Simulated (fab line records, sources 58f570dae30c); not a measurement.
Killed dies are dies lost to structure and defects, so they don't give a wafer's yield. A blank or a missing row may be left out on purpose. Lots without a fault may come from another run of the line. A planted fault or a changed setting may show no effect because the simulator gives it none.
Which tool did it? | flow berkeley_cmos170 | 6 lots, 18 wafers sampled, at 1 step of a route of 331

WHAT THE GAUGES READ, wafer by wafer
UCB170_START_THK_MEAS_03.
lot  | measured    | on            | START_OXIDE_THK (nm)
L920 | day 1 21:22 | film_metro-04 | 20.2 20.2 20.2
L925 | day 2 20:35 | film_metro-03 | 20.4 20.4 20.1
L929 | day 3 17:42 | film_metro-02 | 20.7 20.2 20.5
L934 | day 4 19:52 | film_metro-02 | 20.4 20.8 20.4
L937 | day 5 10:11 | film_metro-03 | 19.9 20.1 19.9
L941 | day 6 05:02 | film_metro-03 | 19.5 19.4 19.4

WHICH TOOL RAN EACH LOT (tool, then ch and the chambers of the sampled wafers, then the start)
The record holds no process step before these readings.

THE ANSWER, worked out from the rows above alone
Rule: what is usual is taken from the lots themselves. Put in order of their means at a reading, lots are off if they are a third of the lots or fewer, leave a main group of 4 or more, and stand apart from it by a gap of 3 or more times the standard deviation of the main group's means; of several such gaps the widest counts. A main group whose means are all the same, to the digits that the tables above print for the reading, isn't used. A lot without any number at a reading at which 4 lots or more have one is off too. The other lots that the step has rows for count as sound.
No lot is off at any reading shown: from this, nothing can be told.

WHAT THE SIMULATOR HAD PUT IN
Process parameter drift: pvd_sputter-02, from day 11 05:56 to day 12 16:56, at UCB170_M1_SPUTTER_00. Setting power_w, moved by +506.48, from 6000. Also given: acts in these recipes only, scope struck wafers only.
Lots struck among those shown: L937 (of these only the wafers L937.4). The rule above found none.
